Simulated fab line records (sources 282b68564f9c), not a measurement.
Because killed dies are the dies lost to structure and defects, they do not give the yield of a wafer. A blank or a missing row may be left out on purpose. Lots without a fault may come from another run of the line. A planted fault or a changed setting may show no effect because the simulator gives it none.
Which tool did it? ; flow rit_cmos ; 7 lots (21 wafers sampled), 1 step of a 202-step route

== WHAT THE GAUGES SHOWED, per wafer ==
RIT_ACTIVE_BOW_MEAS_00.
lot;measured;on;INCOMING_BOW (um)
L139;day 1 20:02;film_metro-02;-4 0 13
L142;day 2 11:04;film_metro-02;-10 2 -2
L144;day 2 21:02;film_metro-01;-1 2 -1
L147;day 3 12:00;film_metro-02;7 5 5
L153;day 4 18:00;film_metro-02;13 -3 -2
L156;day 5 09:00;film_metro-02;13 10 2
L160;day 6 05:01;film_metro-02;-2 -5 -5

== WHAT TOOL EACH LOT RAN ON (gives the tool, then ch and the chambers of the sampled wafers, and finally the start) ==
No process step before these readings appears in the record.

== THE ANSWER, worked out from the rows above alone ==
Rule: the lots themselves supply what counts as usual. The widest of any qualifying gaps counts: lots, ordered by their means at a reading, are off when they make up no more than a third of the lots, leave a main group of 4 or more, and stand apart from it by 3 or more times the standard deviation of that group's means. The tables above print the reading to a certain number of digits; a main group whose means all agree to those digits is not used. Also off: a lot with no number at a reading for which 4 or more lots have one. Where the step has rows for the other lots, those lots are counted as sound.
None of the lots is off at any reading shown; this tells nothing.

== WHAT WAS PUT IN BY THE SIMULATOR ==
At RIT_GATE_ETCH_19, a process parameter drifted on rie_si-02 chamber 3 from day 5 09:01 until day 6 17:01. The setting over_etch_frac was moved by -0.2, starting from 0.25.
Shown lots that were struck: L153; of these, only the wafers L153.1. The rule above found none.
